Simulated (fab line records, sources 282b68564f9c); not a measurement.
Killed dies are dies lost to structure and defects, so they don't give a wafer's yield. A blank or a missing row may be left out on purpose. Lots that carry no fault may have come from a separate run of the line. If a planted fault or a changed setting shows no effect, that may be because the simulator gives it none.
The tool behind it: which one? ; flow rit_cmos ; Sampling: 14 lots, 42 wafers, 4 of 202 route steps

## WHAT EACH GAUGE READ, for each wafer
RIT_FOX2_THK_MEAS_90.
lot;measured;on;FIELD_OXIDE_LEFT_1_THK (nm)
L152;day 2 00:28;film_metro-03;317 323 323
L154;day 2 11:23;film_metro-03;323 324 328
L156;day 2 20:17;film_metro-04;337 331 332
L157;day 3 01:23;film_metro-01;328 325 324
L161;day 3 22:43;film_metro-04;325 323 320
L162;day 4 02:28;film_metro-03;327 331 336
L164;day 4 12:16;film_metro-04;343 339 336
L165;day 4 17:21;film_metro-03;321 323 320
L166;day 4 22:55;film_metro-01;329 322 321
L169;day 5 13:50;film_metro-04;329 328 328
L170;day 5 19:55;film_metro-01;326 330 322
L172;day 6 06:10;film_metro-01;322 320 323
L173;day 6 10:49;film_metro-04;318 316 323
L174;day 6 19:20;film_metro-03;331 326 332

RIT_PRETRO_OVL_MEAS_06.
lot;measured;on;PRETRO_OVL (nm)
L152;day 2 11:34;overlay-02;-0.1 -0.3 -0.5
L154;day 2 22:44;overlay-02;1.3 -0.9 -0.7
L161;day 4 10:02;overlay-02;-0.4 0.0 -0.5
L162;day 4 14:00;overlay-02;-1.8 -0.7 -0.2
L164;day 4 23:44;overlay-02;-0.7 -2.5 -1.0
L165;day 5 04:35;overlay-01;2.9 2.1 1.4
L166;day 5 10:55;overlay-01;1.8 0.3 1.0
L169;day 6 01:34;overlay-01;0.0 2.6 2.6
L170;day 6 07:41;overlay-01;1.6 -0.3 0.7
L172;day 6 17:50;overlay-02;-0.7 1.2 1.1
L173;day 6 23:09;overlay-01;1.6 1.5 1.7
L174;day 7 06:31;overlay-02;-2.4 -1.5 -1.5

RIT_FOX2_THK_MEAS_91.
lot;measured;on;FIELD_OXIDE_LEFT_2_THK (nm)
L152;day 2 12:53;film_metro-04;249 255 255
L154;day 2 23:51;film_metro-04;255 257 260
L161;day 4 11:08;film_metro-01;257 255 251
L162;day 4 15:08;film_metro-04;259 263 267
L164;day 5 00:50;film_metro-03;275 270 268
L165;day 5 05:43;film_metro-01;253 255 252
L166;day 5 12:02;film_metro-01;261 253 252
L169;day 6 02:40;film_metro-01;261 260 260
L170;day 6 08:49;film_metro-01;258 262 254
L172;day 6 18:55;film_metro-04;254 252 255
L173;day 7 00:14;film_metro-04;252 249 255
L174;day 7 07:36;film_metro-04;264 259 264

## EACH LOT AND THE TOOL THAT RAN IT (in order: tool; ch and the chambers of the sampled wafers; start)
lot;RIT_WELLDRIVE_ANNEAL_00
L152;furnace-01 ch 0, day 2 03:38
L154;furnace-01 ch 0, day 2 14:40
L156;furnace-02, day 2 23:56
L157;furnace-03, day 3 05:00
L161;furnace-03 ch 0, day 4 02:17
L162;furnace-02 ch 0, day 4 06:07
L164;furnace-03 ch 0, day 4 15:41
L165;furnace-03 ch 0, day 4 20:49
L166;furnace-02 ch 0, day 5 03:02
L169;furnace-02 ch 0, day 5 17:33
L170;furnace-03 ch 0, day 5 23:47
L172;furnace-03 ch 0, day 6 09:57
L173;furnace-03 ch 0, day 6 15:02
L174;furnace-02 ch 0, day 6 22:37
- RIT_WELLDRIVE_ANNEAL_00: time 14700 s.

## AS READ BY THE TOOLS THEMSELVES (means over the sampled wafers that have a number; for cases with no such wafer, the mark the record gives instead)
RIT_WELLDRIVE_ANNEAL_00.
lot;tool;run_length_s (s);spike_tc_centre_C (C)
L152;furnace-01;18278;1103.4
L154;furnace-01;18285;1102.3
L156;furnace-02;-;-
L157;furnace-03;-;-
L161;furnace-03;18263;1101.1
L162;furnace-02;18267;1103.5
L164;furnace-03;18279;1101.5
L165;furnace-03;18266;1101.3
L166;furnace-02;18272;1102.7
L169;furnace-02;18275;1103.6
L170;furnace-03;18277;1101.7
L172;furnace-03;18270;1101.6
L173;furnace-03;18266;1101.4
L174;furnace-02;18266;1104.6

## THE ANSWER, worked out from the rows above alone
Rule: what is usual is taken from the lots themselves. Put in order of their means at a reading, lots are off if they are a third of the lots or fewer, leave a main group of 4 or more, and stand apart from it by a gap of 3 or more times the standard deviation of the main group's means; of several such gaps the widest counts. If all means in a main group match to the digits the tables above print for the reading, that group is not used. A lot without any number at a reading at which 4 lots or more have one is off too. Any other lot the step has rows for is counted as sound. First the gauges in route order, then the tools' own readings, where a lot's mean is used as printed above. The first step at which some lot is off is used, and at that step the reading that is off furthest; a lot without a number counts as furthest.
Off: L156, L157, at RIT_WELLDRIVE_ANNEAL_00 (run_length_s). Without a number there: L156, L157. Main group: mean 18272 s, sd 6.5.
A tool fits if, at that step or a process step before it, it ran every lot that is off, and no sound lot after the first of them. Not one of the candidates tried fits.

## WHAT HAD BEEN PUT IN BY THE SIMULATOR
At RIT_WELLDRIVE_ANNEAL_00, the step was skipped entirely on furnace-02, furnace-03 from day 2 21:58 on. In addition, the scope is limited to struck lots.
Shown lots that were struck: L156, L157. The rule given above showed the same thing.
